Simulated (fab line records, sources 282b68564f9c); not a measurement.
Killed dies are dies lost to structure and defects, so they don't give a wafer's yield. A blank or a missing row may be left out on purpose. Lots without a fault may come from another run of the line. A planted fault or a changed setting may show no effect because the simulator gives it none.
Split-lot experiment | flow rit_cmos | 5 lots, 23 wafers read, on a route of 202 steps

THE SPLIT
At RIT_NWELL_IMPLANT_08, the setting dose_cm2 was moved away from the recipe's 5e+13 on 8 of the 23 wafers read, by -2.4% to +6.0%. The other wafers ran this setting at the recipe's value.

FROM THE SPLIT TO THE READING: what the file shows between them, 10 steps
- RIT_NWELL_STRIP_09: strips in O2, time 180 s
- RIT_NWELL_TW_MEAS_10
- RIT_PWELL_COAT_01: resist thk 1300 nm (also split here: spin_rpm)
- RIT_PWELL_SOFTBAKE_02: time 60 s
- RIT_PWELL_EXPOSE_03: exposes mask M3, target cd 43700 nm
- RIT_PWELL_DEVELOP_05: develop time 68 s
- RIT_PWELL_HARDBAKE_07: time 120 s
- RIT_PWELL_IMPLANT_08 (also split here: energy_kev)
- RIT_PWELL_STRIP_09: strips in O2, time 180 s
- RIT_WELLDRIVE_ANNEAL_00: time 14700 s

THE READING
NWELL_RS, in ohm/sq, at RIT_WELLDRIVE_RS_MEAS_01 (measures by four-point-probe). Fault-free wafers of this fab line usually give 276.2 ohm/sq, standard deviation 0.78 ohm/sq.

wafer  | tool, chamber at the split | dose_cm2 as run | against the recipe | NWELL_RS, ohm/sq | against lot-mates on the recipe
L074.1 | implanter-04, 0            | 5.299e+13       | +6.0%              | 267.6            | -9.2
L074.3 | implanter-04, 0            | 5.299e+13       | +6.0%              | 266.3            | -10.5
L074.4 | implanter-04, 0            | 5e+13           | recipe             | 277.2            | -
L074.5 | implanter-04, 0            | 5e+13           | recipe             | 276.9            | -
L074.6 | implanter-04, 0            | 5e+13           | recipe             | 276.4            | -
L076.1 | implanter-01, 0            | 5e+13           | recipe             | 275.8            | -
L076.2 | implanter-01, 0            | 5e+13           | recipe             | 275.6            | -
L076.4 | implanter-01, 0            | 5e+13           | recipe             | 275.4            | -
L076.5 | implanter-01, 0            | 5e+13           | recipe             | 275.8            | -
L076.6 | implanter-01, 0            | 5e+13           | recipe             | 275.7            | -
L077.1 | implanter-01, 0            | 5.285e+13       | +5.7%              | 267.1            | -9.4
L077.3 | implanter-01, 0            | 5.285e+13       | +5.7%              | 266.0            | -10.5
L077.4 | implanter-01, 0            | 5.285e+13       | +5.7%              | 266.7            | -9.8
L077.5 | implanter-01, 0            | 5e+13           | recipe             | 275.9            | -
L077.6 | implanter-01, 0            | 5e+13           | recipe             | 277.1            | -
L078.1 | implanter-01, 0            | 5e+13           | recipe             | 275.6            | -
L078.3 | implanter-01, 0            | 5e+13           | recipe             | 275.7            | -
L078.6 | implanter-01, 0            | 5e+13           | recipe             | 275.2            | -
L079.1 | implanter-02, 0            | 5e+13           | recipe             | 276.2            | -
L079.2 | implanter-02, 0            | 4.878e+13       | -2.4%              | 280.4            | +3.9
L079.3 | implanter-02, 0            | 4.878e+13       | -2.4%              | 280.3            | +3.8
L079.4 | implanter-02, 0            | 4.878e+13       | -2.4%              | 280.8            | +4.3
L079.5 | implanter-02, 0            | 5e+13           | recipe             | 276.9            | -

THE FIT
A straight line over all 23 wafers: NWELL_RS changes by -1.64 ohm/sq for each +1% of dose_cm2; r = -0.99; the points scatter about the line by 0.65 ohm/sq.
The same after taking each lot's own level away (the mean of its wafers on the recipe; 23 wafers): -1.69 ohm/sq for each +1%; r = -1.00; scatter 0.41 ohm/sq.
On that fit, the largest move of dose_cm2 shifts the reading by 10 ohm/sq.
The lots' own levels span 275.50 to 276.83 ohm/sq, that is 1.7 times the standard deviation above.
So the lot-to-lot level changes the slope little: the two slopes agree.
Check: with one of the wafers moved furthest among these (+6.0%) left out of the fit, the line predicts -10.4 ohm/sq for it against its lot-mates. It came out at -9.23 ohm/sq against them.

OTHER SPLITS ON THESE WAFERS
These wafers also went through other splits before the reading. Each is held against what the fit with the lots' levels taken away leaves over:
other split on the same wafers  | wafers away from the commonest value | r with NWELL_RS (lot level and that fit taken away)
RIT_ACTIVE_COAT_06 spin_rpm     | 10                                   | -0.27
RIT_FOX1_OXIDATION_00 ox_time_s | 18                                   | -0.17
RIT_PWELL_COAT_01 spin_rpm      | 9                                    | +0.07
RIT_PWELL_IMPLANT_08 energy_kev | 6                                    | -0.14

THE WHOLE CHAIN: every reading that the file lists as answering this split, in the file's order
step                     | what it does                 | reading  | change (the file's fit)           | r (the file's)
RIT_NWELL_TW_MEAS_10     |                              | NWELL_TW | +8.78 for each +1% of the setting | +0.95
RIT_WELLDRIVE_RS_MEAS_01 | measures by four-point-probe | NWELL_RS | -1.68 for each +1% of the setting | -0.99

THE FILE'S OWN FIT
NWELL_RS changes by -1.68 ohm/sq for each +1% of dose_cm2, r = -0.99.
